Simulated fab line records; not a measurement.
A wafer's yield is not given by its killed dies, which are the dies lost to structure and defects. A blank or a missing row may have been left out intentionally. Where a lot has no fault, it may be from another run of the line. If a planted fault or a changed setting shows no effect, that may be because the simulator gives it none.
One fault seen from 2 desks | flow ritCmos | what lay behind the numbers comes last; until then each desk has only its own

FOR THE TOOL OWNER'S DESK: lpcvd-01
The tool's own readings at RIT_GATE_CVD_08 (deposits poly-Si from SiH4, target thk 250 nm, time 2220 s): means of the sampled wafers that have a number, for each lot that ran on this tool. Marked OUT: a lot whose mean sits more than 4 standard deviations from the usual mean, which makes it out of limits; the brackets give that distance.
Columns: A = spikeTcLoadC at RIT_GATE_CVD_08, usual 631.6 C; B = zonePowerSourcePct at RIT_GATE_CVD_08, usual 11.8 %
lot  | first seen here | A     | B
L135 | day 3 03:01     | 629.7 | 11.9
L137 | day 3 15:56     | 632.2 | 13.6
L143 | day 5 05:08     | 633.2 | 13.6
L144 | day 5 11:38     | 632.2 | 13.7
L145 | day 6 02:26     | 632.4 | 13.6
This desk's finding: nothing out of limits on any of the 5 lots.

METROLOGY DESK
What the gauges read for every lot (on any tool): the sampled wafers with a number, averaged. Marked OUT: a lot whose mean sits more than 4 standard deviations from the usual mean, which makes it out of limits; the brackets give that distance.
Columns: A = GATE_POLY_THK at RIT_GATE_THK_MEAS_09, usual 248.7 nm
lot  | first seen here | A
L132 | day 2 13:35     | 247.5
L133 | day 2 20:53     | 248.5
L134 | day 3 02:42     | 248.7
L135 | day 3 04:40     | 248.4
L136 | day 3 09:08     | 250.0
L137 | day 3 17:34     | 249.2
L138 | day 3 19:35     | 249.4
L143 | day 5 06:46     | 256.7 (+4.7) OUT
L144 | day 5 13:15     | 258.4 (+5.7) OUT
L145 | day 6 04:05     | 258.2 (+5.6) OUT
L152 | day 7 04:45     | 251.0
L153 | day 7 04:45     | 247.7
L155 | day 7 11:09     | 249.1
This desk's result: L143, L144, L145 out of limits, first on L143 (GATE_POLY_THK at RIT_GATE_THK_MEAS_09), day 5 06:46. Within limits: L132, L133, L134, L135, L136, L137, L138, L152, L153, L155.

TAKEN TOGETHER
L143, L144, L145 would have let the metrology desk raise an alarm at day 5 06:46.
Nothing out of limits was seen by the tool owner's desk.
On record at the tool owner's desk: L143, L144, L145, within its limits.
RIT_GATE_CVD_08 was run on lpcvd-01 by each of the lots named.

WHAT THE SIMULATOR HAD INSERTED
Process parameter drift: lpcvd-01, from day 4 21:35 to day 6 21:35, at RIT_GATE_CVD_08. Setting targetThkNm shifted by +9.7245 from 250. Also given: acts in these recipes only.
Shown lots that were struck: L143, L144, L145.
Hours from the fault's start to each desk's first reading out of limits: the metrology desk, 9.
